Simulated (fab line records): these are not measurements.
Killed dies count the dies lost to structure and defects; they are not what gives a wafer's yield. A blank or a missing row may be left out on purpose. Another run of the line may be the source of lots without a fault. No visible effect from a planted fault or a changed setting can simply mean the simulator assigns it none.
The same fault as seen by 2 desks -- flow rit_cmos -- each desk has only its own numbers; what lay behind them comes last

METROLOGY DESK
What the gauges read for every lot (on any tool): the sampled wafers with a number, averaged. The brackets show how far a lot's mean lies from the usual mean; more than 4 standard deviations puts the lot out of limits, marked OUT.
Columns: A = M1_AL_RS at RIT_M1_RS_MEAS_01, usual 0.0736 ohm/sq; B = M1_AL_THK at RIT_M1_THK_MEAS_02, usual 402 nm
lot,first seen here,A,B
L711,day 3 18:10,0.0738,401
L712,day 3 20:35,0.0739,398
L713,day 4 00:46,0.0742,397
L716,day 4 14:24,0.0732,407
L715,day 4 14:43,0.0735,403
L714,day 4 14:55,0.0746,401
L717,day 4 19:16,0.0750,394
L718,day 5 00:14,0.0735,405
L720,day 5 08:56,0.0740,401
L721,day 5 14:12,0.0736,401
L723,day 6 03:25,0.0731,405
L731,day 8 02:04,0.0743,400
L732,day 8 11:22,0.0744,400
L733,day 8 13:04,0.0750,398
Result from this desk: across the 14 lots, nothing is out of limits.

TOOL OWNER'S DESK, pvd_sputter-01
The tool's own readings at RIT_M1_SPUTTER_00 (material Al, target thk 400 nm, time 500 s): means of the sampled wafers that have a number, for each lot that ran on this tool. The brackets show how far a lot's mean lies from the usual mean; more than 4 standard deviations puts the lot out of limits, marked OUT.
Columns: A = throttle_valve_pct at RIT_M1_SPUTTER_00, usual 29.5 %
lot,first seen here,A
L711,day 3 17:51,28.8
L715,day 4 14:24,28.9
L731,day 8 01:47,29.2
L733,day 8 12:46,29.0
Result from this desk: across the 4 lots, nothing is out of limits.

TAKEN TOGETHER
The metrology desk saw nothing out of limits.
Nothing out of limits was seen by the tool owner's desk.

WHAT THE SIMULATOR HAD PUT IN
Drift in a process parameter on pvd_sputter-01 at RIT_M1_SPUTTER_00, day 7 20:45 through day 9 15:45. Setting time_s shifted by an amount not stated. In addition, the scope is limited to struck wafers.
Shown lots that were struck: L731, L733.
